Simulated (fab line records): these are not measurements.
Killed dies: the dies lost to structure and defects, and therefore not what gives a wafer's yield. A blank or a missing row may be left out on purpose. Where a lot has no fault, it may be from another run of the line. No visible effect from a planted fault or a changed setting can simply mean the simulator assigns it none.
Chamber matching / flow berkeley_cmos170 / 4 sister chambers for UCB170_SPACER_ETCHBACK_03 on rie_diel-03
The step etches SiO2 in CHF3/CF4/Ar, stops on Si, target depth 376 nm, time 100 s. 8 wafers are shown with their chamber, then 8 later ones without.

WAFERS PAIRED WITH THEIR CHAMBERS
wafer=L667.2; chamber=2; drypump_motor_current_A (A)=6.6; throttle_valve_pct (%)=6.44
wafer=L680.5; chamber=3; drypump_motor_current_A (A)=5.7; throttle_valve_pct (%)=6.41
wafer=L679.1; chamber=2; drypump_motor_current_A (A)=6.5; throttle_valve_pct (%)=6.43
wafer=L679.4; chamber=3; drypump_motor_current_A (A)=5.7; throttle_valve_pct (%)=6.42
wafer=L681.2; chamber=0; drypump_motor_current_A (A)=5.6; throttle_valve_pct (%)=6.50
wafer=L681.4; chamber=1; drypump_motor_current_A (A)=6.3; throttle_valve_pct (%)=6.44
wafer=L681.5; chamber=0; drypump_motor_current_A (A)=5.6; throttle_valve_pct (%)=6.51
wafer=L686.2; chamber=1; drypump_motor_current_A (A)=6.3; throttle_valve_pct (%)=6.43

WAFERS WITHOUT THEIR CHAMBER
wafer=L686.4; drypump_motor_current_A (A)=5.7; throttle_valve_pct (%)=6.41
wafer=L686.5; drypump_motor_current_A (A)=6.5; throttle_valve_pct (%)=6.44
wafer=L687.2; drypump_motor_current_A (A)=6.6; throttle_valve_pct (%)=6.43
wafer=L687.3; drypump_motor_current_A (A)=5.6; throttle_valve_pct (%)=6.49
wafer=L687.6; drypump_motor_current_A (A)=5.6; throttle_valve_pct (%)=6.50
wafer=L689.2; drypump_motor_current_A (A)=5.6; throttle_valve_pct (%)=6.50
wafer=L689.3; drypump_motor_current_A (A)=6.6; throttle_valve_pct (%)=6.44
wafer=L689.4; drypump_motor_current_A (A)=6.3; throttle_valve_pct (%)=6.43

WHICH CHAMBER EACH WENT THROUGH
wafer=L686.4; from the rows above=3; in truth=3
wafer=L686.5; from the rows above=2; in truth=2
wafer=L687.2; from the rows above=2; in truth=2
wafer=L687.3; from the rows above=0; in truth=0
wafer=L687.6; from the rows above=0; in truth=0
wafer=L689.2; from the rows above=0; in truth=0
wafer=L689.3; from the rows above=2; in truth=2
wafer=L689.4; from the rows above=1; in truth=1
Correct placement for 8 of the 8. Can't be placed from these rows: 0. Number placed wrongly: 0.
How it was worked out, from the rows above alone: a wafer's distance from a chamber is the root of the sum, over the readings, of the square of ((its reading less the chamber's mean) divided by the reading's scatter). If the next closest chamber is less than 2 further off than the closest, the wafer can't be placed; otherwise it belongs to the closest. A chamber's mean is the mean of its shown wafers. The scatter: the root of (the sum of the squares of (reading less its chamber's mean) over the shown wafers, divided by (wafers less chambers)).
